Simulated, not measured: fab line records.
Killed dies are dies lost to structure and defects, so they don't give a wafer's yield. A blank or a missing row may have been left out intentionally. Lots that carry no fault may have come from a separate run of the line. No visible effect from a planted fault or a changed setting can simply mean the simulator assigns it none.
A lot that was struck, set against a sound lot -- flow rit cmos -- 39 out of 202 route steps
Sound: the wafers L621.2, L621.4, L621.5. The struck wafers were L629.1, L629.4, L629.5. The cause is named last.
Order at every step that has rows: each side's tool, ch and its chambers, its first start. Under that, the readings that differ: sound wafers -- struck wafers -- difference of the means -- sigmas: that difference in standard deviations of wafers without a fault.
alike: a reading whose means differ by less than 2 such deviations, as well as words and numbers matching on both sides. not compared: withheld readings; readings where some wafer has no value; bounds like >300 that might hide an equal value; numbers whose values overlap and for which the record gives no deviation.
Wherever a step has rows on one side only, a row that says differs or no value, or a row with sigmas, the two part there. Numbers that don't overlap but have no deviation are shown without sigmas and don't part them. Lack of a reading on every wafer of one side parts them only where that side has two or more wafers.

first, 3 steps without rows for these wafers: RIT_GATE_EXPOSE_13 (exposes mask M6, target cd 150 nm); RIT_GATE_PEB_14; RIT_GATE_DEVELOP_15 (develop time 50 s).
RIT_GATE_CD_MEAS_16: the cd target is 150 nm.
  sound: cd sem-01 at day 3 05:11; struck: cd sem-01 at day 5 01:54
  alike: cd nm
RIT_GATE_OVL_MEAS_17:
  sound: overlay-02 at day 3 05:17; struck: overlay-02 at day 5 02:01
  alike: GATE_OVL
then, 1 step without rows for these wafers: RIT_GATE_HARDBAKE_18 (time 60 s).
RIT_GATE_ETCH_19: etches poly-Si in SF6/CHF3/O2, stops on SiO2, time 165 s, target depth 312.5 nm.
  sound on rie si-01 ch 0,1,2, day 3 05:28; struck on rie si-01 ch 0,1, day 5 02:14
  alike: drypump motor current A, oes product au, throttle valve pct
  not compared: rf hours counter h
RIT_GATE_STRIP_20: strips in O2, time 180 s.
  sound on plasma asher-03 ch 0, day 3 05:35; struck on plasma asher-03 ch 0,1, day 5 02:20
  alike: drypump motor current A
  not compared: rf hours counter h
RIT_GATE_CD_MEAS_90: the cd target is 150 nm.
  sound: cd sem-01 at day 3 05:46; struck: cd sem-02 at day 5 02:31
  alike: cd nm
then, 3 steps without rows for these wafers: RIT_REOX_CLEAN_00 (cleans in SC1, time 600 s); RIT_REOX_CLEAN_01 (cleans in dHF, time 30 s); RIT_REOX_CLEAN_02 (cleans in SC2, time 600 s).
RIT_REOX_OXIDATION_03: target thk 25.2 nm, ox time 5580 s.
  sound on furnace-04 ch 0, day 3 08:25; struck on furnace-04 ch 0, day 5 03:01
reading,sound,struck,difference,sigmas
model.SiO2_of_REOX_OXIDATION_03.thk nm (nm),24.63 24.5 23.98,28.26 28.44 28.31,+3.97,
  alike: spike tc centre C, tube center temp C
RIT_REOX_THK_MEAS_04:
  sound: film metro-02 at day 3 10:58; struck: film metro-02 at day 5 05:34
reading,sound,struck,difference,sigmas
REOX_OXIDE_THK (nm),24.6 24.5 24.0,28.2 28.4 28.3,+3.9,+7
then, 6 steps without rows for these wafers: RIT_NLDD_HMDS_00 (prime time 60 s); RIT_NLDD_COAT_01 (resist thk 1000 nm); RIT_NLDD_SOFTBAKE_02 (time 60 s); RIT_NLDD_EXPOSE_03 (exposes mask M7, target cd 40700 nm); RIT_NLDD_PEB_04; RIT_NLDD_DEVELOP_05 (develop time 50 s).
RIT_NLDD_OVL_MEAS_06:
  sound: overlay-01 at day 3 12:00; struck: overlay-02 at day 5 06:41
  alike: NLDD_OVL
then, 2 steps without rows for these wafers: RIT_NLDD_HARDBAKE_07 (time 60 s); RIT_NLDD_IMPLANT_08.
RIT_NLDD_STRIP_09: strips in O2, time 180 s.
  sound on plasma asher-02 ch 1, day 3 12:20; struck on plasma asher-03 ch 0,1, day 5 07:05
  alike: drypump motor current A
  not compared: rf hours counter h
RIT_NLDD_TW_MEAS_10:
  sound: film metro-02 at day 3 12:31; struck: film metro-01 at day 5 07:15
  alike: NLDD_TW
then, 6 steps without rows for these wafers: RIT_PLDD_HMDS_00 (prime time 60 s); RIT_PLDD_COAT_01 (resist thk 1000 nm); RIT_PLDD_SOFTBAKE_02 (time 60 s); RIT_PLDD_EXPOSE_03 (exposes mask M8, target cd 40900 nm); RIT_PLDD_PEB_04; RIT_PLDD_DEVELOP_05 (develop time 50 s).
RIT_PLDD_OVL_MEAS_06:
  sound: overlay-01 at day 3 13:25; struck: overlay-02 at day 5 08:17
  alike: PLDD_OVL
then, 2 steps without rows for these wafers: RIT_PLDD_HARDBAKE_07 (time 60 s); RIT_PLDD_IMPLANT_08.
RIT_PLDD_STRIP_09: strips in O2, time 180 s.
  sound on plasma asher-03 ch 0,1, day 3 13:45; struck on plasma asher-03 ch 0,1, day 5 08:37
  alike: drypump motor current A
  not compared: rf hours counter h
RIT_PLDD_TW_MEAS_10:
  sound: film metro-02 at day 3 13:56; struck: film metro-01 at day 5 08:48
  alike: PLDD_TW
RIT_SPACER_CLEAN_00: cleans in SC1, time 600 s.
  sound on wet bench-02 ch 3, day 3 13:59; struck on wet bench-04 ch 1, day 5 08:52
reading,sound,struck,difference,sigmas
model.SiO2_of_REOX_OXIDATION_03.thk nm (nm),22.7 22.59 22.11,26.08 26.24 26.13,+3.68,
then, 1 step without rows for these wafers: RIT_SPACER_CLEAN_01 (cleans in dHF, time 30 s).
RIT_M1_PROBE_99:
  sound: prober-01 at day 4 04:01; struck: prober-01 at day 5 22:49
reading,sound,struck,difference,sigmas
model.etest.pmos turned.r on ohm um,3408 3386 3306,4418 4371 4317,+1002,
model.etest.pmos_0p3.r on ohm um,6267 6309 6162,6867 6846 6827,+601,
model.etest.pmos_0p15.r on ohm um,2802 2783 2718,3307 3289 3235,+509,
model.etest.pldd.rs ohm sq,469.8 468.2 445.2,735.9 745.5 735.1,+277.8,
model.etest.nmos_0p15.r on ohm um,1137 1153 1132,1314 1308 1311,+170,
model.etest.nmos_0p3.r on ohm um,2158 2160 2137,2355 2339 2343,+194,
model.etest.nmos turned.drive ua um,336.6 337.5 346.3,223.7 222.9 228.9,-115.0,
model.etest.nldd.rs ohm sq,361.3 361.8 350.9,468.6 472.6 466.7,+111.3,
  alike: killed at front end, killed dies, killed open, killed short

== WHERE THEY PART ==
Only at RIT_REOX_THK_MEAS_04, within this record. Later steps at which nothing parts them and some readings are alike: RIT_NLDD_OVL_MEAS_06, RIT_NLDD_STRIP_09, RIT_NLDD_TW_MEAS_10, RIT_PLDD_OVL_MEAS_06, RIT_PLDD_STRIP_09, RIT_PLDD_TW_MEAS_10, RIT_M1_PROBE_99.

WHY: what the simulator had put in
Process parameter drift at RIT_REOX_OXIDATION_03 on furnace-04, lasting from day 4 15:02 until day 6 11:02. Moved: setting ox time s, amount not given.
